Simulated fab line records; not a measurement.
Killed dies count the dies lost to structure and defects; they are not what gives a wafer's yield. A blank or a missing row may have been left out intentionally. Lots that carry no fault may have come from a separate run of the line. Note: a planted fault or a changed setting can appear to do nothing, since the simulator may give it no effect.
Problem report, 8D (eight disciplines) form, completed by code -- flow rit cmos -- the parts of the form that need people (team, actions taken, sign-off) are left out

## 1. THE PROBLEM
At RIT_PSD_IMPLANT_08, dose ions cm2 averages 4.771e+15 over 9 wafers from 3 lots, while fault-free wafers read 4.999e+15, standard deviation 5.9e+12. That puts it -39 standard deviations away from the usual mean.
Earliest sighting: wafer L961.2 on implanter-01 at day 4 23:49. The record has a number at this step for 45 wafers belonging to 15 lots. The rule behind "out" and "out of limits": a value lying over 4 standard deviations away from the usual mean. The rest of the wafers with a number are treated as sound.

## 2. WHAT IT IS; WHAT IT IS NOT
question,is,is not
which readings at this step,dose ions cm2,faraday current uA
which lots,"L961, L962, L963","L952, L953, L954, L955, L956, L957, L959, L960, L964, L968, L971, L973"
which wafers of those lots,all that have a number,-
read on which tools,implanter-01,"implanter-02, implanter-03"
when,from day 4 23:49,"up to then (24 sound wafers); but 12 sound wafers of L964, L968, L971, L973 came after"

## 3. SUSPECTS, AND WHAT RULES EACH OUT
Counting: a tool at a process step up to the reading stays a suspect if it ran every lot that is out and no sound lot after the first of them.
- implanter-01 at RIT_PSD_IMPLANT_08: kept. Every lot that is out went through it, starting with L961 (day 4 23:49), and after that it ran no sound lot; the last sound lot it ran before then is L960 (day 4 18:00). On those wafers its own readings are out: dose ions cm2.
The count leaves implanter-01 at RIT_PSD_IMPLANT_08.

## 4. THE CAUSE (what the simulator had put in)
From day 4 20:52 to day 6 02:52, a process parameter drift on implanter-01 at RIT_PSD_IMPLANT_08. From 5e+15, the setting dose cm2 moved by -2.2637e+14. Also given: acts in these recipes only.
This tool alone remained once counting was done.

## 5. THE CHAIN OF EFFECTS, in route order
Each row: a reading whose mean over the struck wafers that have a number lies more than 3 standard deviations from the usual. Readings are gone through only where the record gives a usual standard deviation; hours: the median, over the lots, of the time from a lot's start at the first step in this table giving one to that lot's start at this step; sigmas: the change measured in usual standard deviations.
hours,step,reading,usual,on struck wafers,change,sigmas
0,RIT_PSD_IMPLANT_08,dose ions cm2,4.999e+15,4.771e+15,-2.283e+14,-39
It contains these process steps:
- RIT_PSD_IMPLANT_08

## 6. WHAT WOULD HAVE CAUGHT IT SOONER
In this record no reading fell out of limits until day 4 23:49, 3 hours after the fault had begun at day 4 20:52.
